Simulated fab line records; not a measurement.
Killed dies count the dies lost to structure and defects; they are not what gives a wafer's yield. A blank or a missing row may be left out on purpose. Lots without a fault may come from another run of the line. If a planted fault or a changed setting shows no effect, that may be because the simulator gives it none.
Which of the tools did it?	flow berkeleyCmos170	Sampling: 7 lots, 21 wafers, 2 of 331 route steps

WHAT EACH GAUGE READ, for each wafer
UCB170_NSD_OVL_MEAS_07.
lot	measured	on	NSD_OVL (nm)
L585	day 8 17:20	overlay-01	-1 -8 -7
L587	day 8 19:44	overlay-01	-7 -3 -9
L594	day 9 13:49	overlay-02	2 -3 -8
L595	day 9 14:33	overlay-01	4 0 2
L597	day 10 04:41	overlay-02	7 1 2
L601	day 11 12:17	overlay-01	11 11 14
L604	day 11 12:26	overlay-01	-4 -5 -2

WHAT TOOL EACH LOT RAN ON (gives the tool, then ch and the chambers of the sampled wafers, and finally the start)
lot	UCB170_PLDD_STRIP_10
L585	plasmaAsher-03 ch 0,1, day 8 01:11
L587	plasmaAsher-02 ch 0,1, day 8 05:26
L594	plasmaAsher-01 ch 0,1, day 8 23:52
L595	plasmaAsher-01 ch 0,1, day 9 00:22
L597	plasmaAsher-01 ch 0,1, day 9 12:43
L601	plasmaAsher-02 ch 0,1, day 10 23:40
L604	plasmaAsher-02 ch 0,1, day 11 00:05
- UCB170_PLDD_STRIP_10: strips in O2.

THE ANSWER, worked out from the rows above alone
Rule: what is usual is taken from the lots themselves. Put in order of their means at a reading, lots are off if they are a third of the lots or fewer, leave a main group of 4 or more, and stand apart from it by a gap of 3 or more times the standard deviation of the main group's means; of several such gaps the widest counts. If all means in a main group match to the digits the tables above print for the reading, that group is not used. A lot without any number at a reading at which 4 lots or more have one is off too. Where the step has rows for the other lots, those lots are counted as sound.
Nothing can be told from this: no lot is off at any reading shown.

WHAT THE SIMULATOR PUT IN
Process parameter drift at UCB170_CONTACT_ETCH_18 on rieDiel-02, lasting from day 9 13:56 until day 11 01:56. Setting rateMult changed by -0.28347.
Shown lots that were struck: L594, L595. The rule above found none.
